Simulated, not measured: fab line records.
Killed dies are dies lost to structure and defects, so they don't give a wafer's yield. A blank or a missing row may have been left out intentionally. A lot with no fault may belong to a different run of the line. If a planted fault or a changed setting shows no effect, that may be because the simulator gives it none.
Split-lot study	flow berkeley_cmos170	27 wafers read from 5 lots, route of 331 steps

## SPLIT DETAILS
At UCB170_M1_METAL_ETCH_12 (etches Al in Cl2/BCl3, stops on PSG, target depth 780 nm, time 130 s), the setting time_s was moved away from the recipe's 130 s on 9 of the 27 wafers read, by -57.9% to +45.3%. For the rest of the wafers, this setting stayed at what the recipe calls for.

## BETWEEN THE SPLIT AND THE READING: the file shows 1 step in between
- UCB170_M1_STRIP_13: strips in O2

## THE READING
At UCB170_M1_CD_MEAS_90: cd_nm in nanometres, against a target cd of 700 nm. Typical for fault-free wafers on this fab line: 699.0 nm, with standard deviation 2.3 nm.

wafer	tool, chamber at the split	time_s as run, s	against the recipe	cd_nm, nm	against lot-mates on the recipe
L075.2	rie_metal-01, 1	130	recipe	695.2	-
L075.4	rie_metal-01, 1	130	recipe	697.1	-
L075.6	rie_metal-01, 0	130	recipe	696.3	-
L081.1	rie_metal-01, 0	130	recipe	697.8	-
L081.2	rie_metal-01, 0	130	recipe	700.7	-
L081.3	rie_metal-01, 0	130	recipe	699.7	-
L081.4	rie_metal-01, 0	130	recipe	699.2	-
L081.5	rie_metal-01, 0	130	recipe	700.6	-
L081.6	rie_metal-01, 0	130	recipe	699.6	-
L083.1	rie_metal-04, 1	84.02	-35.4%	713.0	+11.8
L083.2	rie_metal-04, 0	130	recipe	700.1	-
L083.3	rie_metal-04, 1	84.02	-35.4%	712.0	+10.8
L083.4	rie_metal-04, 0	130	recipe	701.3	-
L083.5	rie_metal-04, 0	84.02	-35.4%	712.6	+11.4
L083.6	rie_metal-04, 1	130	recipe	702.1	-
L085.1	rie_metal-01, 1	130	recipe	702.1	-
L085.2	rie_metal-01, 0	54.7	-57.9%	720.4	+18.1
L085.3	rie_metal-01, 1	130	recipe	702.2	-
L085.4	rie_metal-01, 0	54.7	-57.9%	722.7	+20.4
L085.5	rie_metal-01, 1	54.7	-57.9%	718.1	+15.8
L085.6	rie_metal-01, 0	130	recipe	702.5	-
L084.1	rie_metal-02, 1	130	recipe	701.7	-
L084.2	rie_metal-02, 0	130	recipe	698.1	-
L084.3	rie_metal-02, 1	188.9	+45.3%	686.3	-12.3
L084.4	rie_metal-02, 0	188.9	+45.3%	682.8	-15.8
L084.5	rie_metal-02, 1	188.9	+45.3%	684.4	-14.2
L084.6	rie_metal-02, 0	130	recipe	696.1	-

FIT RESULTS
A straight line over all 27 wafers: cd_nm changes by -0.351 nm for each +1% of time_s; r = -0.98; the points scatter about the line by 2.1 nm.
The same after taking each lot's own level away (the mean of its wafers on the recipe; 27 wafers): -0.314 nm for each +1%; r = -0.99; scatter 1.3 nm.
According to that fit, moving time_s by its largest amount changes the reading by 18 nm.
The lots' own levels span 696.20 to 702.27 nm, that is 2.6 times the standard deviation above.
So the slope is not independent of the lot-to-lot level: the two fits are not the same.
Check: for one of the wafers moved furthest among these (-57.9%), held out of the fit, the line's prediction against its lot-mates is +18.2 nm. Against them it came out at +18.1 nm.

## FURTHER SPLITS ON THESE WAFERS
These wafers also went through other splits before the reading. Each is held against what the fit with the lots' levels taken away leaves over:
other split on the same wafers	wafers away from the commonest value	r with cd_nm (lot level and that fit taken away)
UCB170_START_OXIDATION_02 ox_time_s	18	+0.04
UCB170_FIELD_OXIDATION_01 ox_time_s	6	-0.03
UCB170_SPACER_CVD_00 time_s	6	+0.10
UCB170_SILICIDE_SPUTTER_01 time_s	9	-0.12

## THE WHOLE CHAIN: every reading that the file lists as answering this split, in the file's order
step	what it does	reading	change (the file's fit)	r (the file's)
UCB170_M1_METAL_ETCH_12	etches Al in Cl2/BCl3, stops on PSG, target depth 780 nm, time 130 s	M1.feature_depth_nm (the simulator's own value, which no gauge read)	not straight: 325.5 at the lowest setting, 636.4 at the recipe, 652.4 at the highest	not given
UCB170_M1_METAL_ETCH_12	etches Al in Cl2/BCl3, stops on PSG, target depth 780 nm, time 130 s	etch.depth_nm (the simulator's own value, which no gauge read)	not straight: 325.5 at the lowest setting, 599 at the recipe, 594.3 at the highest	not given
UCB170_M1_METAL_ETCH_12	etches Al in Cl2/BCl3, stops on PSG, target depth 780 nm, time 130 s	KrF_of_M1_COAT_04.thk_nm (the simulator's own value, which no gauge read)	-4.52 nm for each +1% of the setting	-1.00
UCB170_M1_STRIP_13	strips in O2	oes_product_au	not straight: 0.725 at the lowest setting, 0.720 at the recipe, 0.566 at the highest	not given
UCB170_M1_CD_MEAS_90	target cd 700 nm	cd_nm	-0.315 nm for each +1% of the setting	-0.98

## THE FILE'S OWN FIT
cd_nm changes by -0.315 nm for each +1% of time_s, r = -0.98.
